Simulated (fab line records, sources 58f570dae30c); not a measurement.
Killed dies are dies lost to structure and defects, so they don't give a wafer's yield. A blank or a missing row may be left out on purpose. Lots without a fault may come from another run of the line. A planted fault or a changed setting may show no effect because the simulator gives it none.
One fault seen from 2 desks | flow berkeley_cmos170 | each desk has only its own numbers; what lay behind them comes last

THE METROLOGY DESK
What the gauges read, lot by lot, whatever tool the lot ran on: means of the sampled wafers that have a number. A lot is out of limits, marked OUT, if its mean lies more than 4 standard deviations from the usual mean; the brackets give that distance.
Columns: A = V2_POLISHED_THK at UCB170_V2_THK_MEAS_04, usual 1000.0 nm; B = M3_AL_THK at UCB170_M3_THK_MEAS_03, usual 905 nm
lot  | first seen here | A      | B
L258 | day 9 01:02     | 1000.2 | 897
L259 | day 9 01:23     | 1001.1 | 911
L260 | day 9 02:03     | 999.9  | 893
L255 | day 9 02:10     | 1000.8 | 907
L257 | day 9 03:00     | 999.6  | 897
L261 | day 9 17:54     | 1000.7 | 918
L262 | day 10 02:27    | 1000.0 | 896
L264 | day 10 07:01    | 999.1  | 888
L263 | day 10 07:08    | 1001.2 | 913
L270 | day 11 11:19    | 1000.3 | 917
L273 | day 12 14:37    | 1000.4 | 894
L274 | day 12 17:46    | 1000.2 | 889
L276 | day 12 18:35    | 1002.4 | 908
L277 | day 13 08:21    | 1001.8 | 905
This desk's finding: nothing out of limits on any of the 14 lots.

THE TOOL OWNER'S DESK: rie_metal-04
The tool's own readings at UCB170_M3_METAL_ETCH_18 (etches Al in Cl2/BCl3, stops on SiO2, target depth 1170 nm, time 195 s): means of the sampled wafers that have a number, for each lot that ran on this tool. A lot is out of limits, marked OUT, if its mean lies more than 4 standard deviations from the usual mean; the brackets give that distance.
Columns: A = drypump_motor_current_A at UCB170_M3_METAL_ETCH_18, usual 5.8 A; B = mfc_cl2_sccm at UCB170_M3_METAL_ETCH_18, usual 90.03 sccm; C = oes_product_au at UCB170_M3_METAL_ETCH_18, usual 0.861 a.u.; D = throttle_valve_pct at UCB170_M3_METAL_ETCH_18, usual 24.51 %
lot  | first seen here | A   | B     | C     | D
L258 | day 9 05:29     | 6.0 | 90.06 | 0.858 | 24.43
L255 | day 9 07:14     | 6.0 | 90.10 | 0.867 | 24.43
L262 | day 10 09:43    | 6.0 | 89.90 | 0.864 | 24.50
L263 | day 10 12:39    | 6.0 | 90.19 | 0.873 | 24.49
L270 | day 11 15:50    | 6.0 | 90.02 | 0.863 | 24.42
L273 | day 12 18:35    | 6.1 | 90.02 | 0.862 | 24.34
This desk's finding: nothing out of limits on any of the 6 lots.

PUT TOGETHER
The metrology desk saw nothing out of limits.
The tool owner's desk saw nothing out of limits.

WHAT THE SIMULATOR HAD PUT IN
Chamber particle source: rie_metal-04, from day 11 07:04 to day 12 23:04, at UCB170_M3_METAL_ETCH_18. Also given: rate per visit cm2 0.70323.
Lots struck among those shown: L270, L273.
